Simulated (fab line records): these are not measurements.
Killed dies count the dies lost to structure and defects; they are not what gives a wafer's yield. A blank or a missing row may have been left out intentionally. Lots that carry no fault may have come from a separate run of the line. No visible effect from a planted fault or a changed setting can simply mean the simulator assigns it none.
Which tool did it? :: flow rit_cmos :: 21 wafers from 7 lots sampled at 2 of the route's 202 steps

== WHAT THE GAUGES SHOWED, per wafer ==
RIT_NRETRO_OVL_MEAS_06.
lot: L234
measured: day 2 17:37
on: overlay-01
NRETRO_OVL (nm): 0.3 -0.5 1.6

lot: L236
measured: day 3 04:26
on: overlay-02
NRETRO_OVL (nm): -0.1 0.9 0.4

lot: L238
measured: day 3 17:17
on: overlay-02
NRETRO_OVL (nm): -0.9 -0.6 -1.0

lot: L241
measured: day 4 09:20
on: overlay-02
NRETRO_OVL (nm): -2.9 -2.7 -3.0

lot: L243
measured: day 4 14:49
on: overlay-01
NRETRO_OVL (nm): -0.3 1.1 0.8

lot: L249
measured: day 6 03:11
on: overlay-02
NRETRO_OVL (nm): - - -

lot: L255
measured: day 7 01:13
on: overlay-01
NRETRO_OVL (nm): -0.9 -0.8 -1.3

== TOOL THAT RAN EACH LOT (tool first, then ch and the chambers of the sampled wafers, then the start) ==
lot: L234
RIT_NRETRO_EXPOSE_03: iline_stepper-02 ch 0, day 2 17:12

lot: L236
RIT_NRETRO_EXPOSE_03: iline_stepper-02 ch 0, day 3 03:47

lot: L238
RIT_NRETRO_EXPOSE_03: iline_stepper-01 ch 0, day 3 16:43

lot: L241
RIT_NRETRO_EXPOSE_03: iline_stepper-02 ch 0, day 4 08:56

lot: L243
RIT_NRETRO_EXPOSE_03: iline_stepper-01 ch 0, day 4 14:23

lot: L249
RIT_NRETRO_EXPOSE_03: iline_stepper-02 ch 0, day 6 02:46

lot: L255
RIT_NRETRO_EXPOSE_03: iline_stepper-01 ch 0, day 7 00:49
- RIT_NRETRO_EXPOSE_03: exposes mask M4, target cd 43900 nm.

== THE ANSWER, worked out from the rows above alone ==
Rule: what is usual is taken from the lots themselves. Put in order of their means at a reading, lots are off if they are a third of the lots or fewer, leave a main group of 4 or more, and stand apart from it by a gap of 3 or more times the standard deviation of the main group's means; of several such gaps the widest counts. A main group whose means are all the same, to the digits that the tables above print for the reading, isn't used. Also off: a lot with no number at a reading for which 4 or more lots have one. Where the step has rows for the other lots, those lots are counted as sound.
Off: L249, seen at RIT_NRETRO_OVL_MEAS_06 (NRETRO_OVL). Without a number there: L249. The main group has a mean of -0.6 nm with a standard deviation of 1.2.
A tool fits if, at a process step before that reading, it ran every lot that is off, and no sound lot after the first of them. Gauges at RIT_NRETRO_OVL_MEAS_06: tried the same way as those tools. Can't be told from this: 2 tools fit, iline_stepper-02 at RIT_NRETRO_EXPOSE_03, overlay-02 at RIT_NRETRO_OVL_MEAS_06.

== WHAT HAD BEEN PUT IN BY THE SIMULATOR ==
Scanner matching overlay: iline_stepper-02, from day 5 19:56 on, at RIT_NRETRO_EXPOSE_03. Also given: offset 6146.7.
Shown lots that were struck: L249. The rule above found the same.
